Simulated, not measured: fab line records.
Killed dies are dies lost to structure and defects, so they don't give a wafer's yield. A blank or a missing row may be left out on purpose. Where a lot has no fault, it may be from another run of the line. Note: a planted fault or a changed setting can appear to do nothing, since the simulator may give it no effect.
Commonality check across tools | flow rit_cmos | Lots sampled 14, wafers sampled 42

WHY THIS WAS OPENED
RIT_GATE_THK_MEAS_07, reading GATE_OXIDE_THK: flagged on 2 of 14 lots. No-fault wafers: 3.01 nm, standard deviation 0.055.
Rule: a lot is flagged when every wafer of it that has a number lies more than 4 standard deviations from that mean, or none has a number. As for the other lots, they are considered sound.

lot  | measured    | on            | GATE_OXIDE_THK (nm), wafer by wafer | flag
L459 | day 2 21:37 | film_metro-03 | 2.96 2.97 2.99                      |
L460 | day 2 21:52 | film_metro-02 | 3.08 3.03 2.97                      |
L461 | day 3 11:56 | film_metro-04 | 2.92 2.93 2.98                      |
L463 | day 3 18:54 | film_metro-04 | 3.00 2.98 3.00                      |
L465 | day 3 22:28 | film_metro-04 | 2.99 3.03 2.98                      |
L466 | day 4 09:59 | film_metro-03 | 3.05 3.02 3.06                      |
L469 | day 4 20:23 | film_metro-03 | 2.99 3.07 2.95                      |
L470 | day 5 02:48 | film_metro-03 | 3.03 2.95 3.06                      |
L474 | day 5 21:26 | film_metro-04 | 2.98 2.98 2.96                      |
L476 | day 6 10:05 | film_metro-04 | 3.42 3.42 3.48                      | FLAGGED
L477 | day 6 14:31 | film_metro-02 | 3.41 3.47 3.43                      | FLAGGED
L479 | day 7 06:02 | film_metro-02 | 3.05 2.97 3.11                      |
L480 | day 7 13:25 | film_metro-04 | 3.06 3.05 3.06                      |
L481 | day 7 18:00 | film_metro-04 | 2.92 2.95 2.97                      |
On average the flagged lots' numbers are 3.44 nm, which is +0.43 nm against the usual, or +8 standard deviations.

WHICH TOOL RAN EACH LOT
The record holds 1 process step before the reading, out of a route of 202 steps. Read each cell as the tool, then ch plus the chambers that the sampled wafers visited, then the start.
lot  | flag    | RIT_GATE_OXIDATION_05
L459 |         | furnace-04 ch 0, day 2 19:35
L460 |         | furnace-01 ch 0, day 2 20:31
L461 |         | furnace-03 ch 0, day 3 09:38
L463 |         | furnace-04 ch 0, day 3 16:14
L465 |         | furnace-04 ch 0, day 3 20:53
L466 |         | furnace-03 ch 0, day 4 07:25
L469 |         | furnace-03 ch 0, day 4 17:51
L470 |         | furnace-01 ch 0, day 5 01:28
L474 |         | furnace-01 ch 0, day 5 20:06
L476 | FLAGGED | furnace-01 ch 0, day 6 04:54
L477 | FLAGGED | furnace-01 ch 0, day 6 12:03
L479 |         | furnace-04 ch 0, day 7 00:52
L480 |         | furnace-04 ch 0, day 7 07:02
L481 |         | furnace-03 ch 0, day 7 13:25
These steps, and what they do:
- RIT_GATE_OXIDATION_05: target thk 3 nm, ox time 270 s.
- RIT_GATE_THK_MEAS_07

FLAGGED AGAINST TOTAL, ONE TOOL AT A TIME (gauges that did the reading follow at the end)
step                  | tool          | lots run | flagged | share of the flagged lots | sound lots run after its first flagged lot
RIT_GATE_OXIDATION_05 | furnace-01    | 5        | 2       | all                       | 0
RIT_GATE_OXIDATION_05 | furnace-03    | 4        | 0       | none                      | -
RIT_GATE_OXIDATION_05 | furnace-04    | 5        | 0       | none                      | -
RIT_GATE_THK_MEAS_07  | film_metro-02 | 3        | 1       | some                      | 1 (L479)
RIT_GATE_THK_MEAS_07  | film_metro-03 | 4        | 0       | none                      | -
RIT_GATE_THK_MEAS_07  | film_metro-04 | 7        | 1       | some                      | 2 (L480,L481)

THE TABLE: WHAT IT ALLOWS
1 row of the table ran every flagged lot: furnace-01 at RIT_GATE_OXIDATION_05.
- furnace-01 at RIT_GATE_OXIDATION_05 ran 5 lots, 2 of them flagged. Its last sound lot is L474 (day 5 20:06), its first flagged lot L476 (day 6 04:54): a fault that began between those two fits.
Left over: one tool, furnace-01 at RIT_GATE_OXIDATION_05.

WHAT WAS PUT IN BY THE SIMULATOR
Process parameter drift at RIT_GATE_OXIDATION_05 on furnace-01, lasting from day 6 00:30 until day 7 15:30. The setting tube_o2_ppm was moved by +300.
Shown lots that were struck: L476, L477. This agrees with what the rule above found.
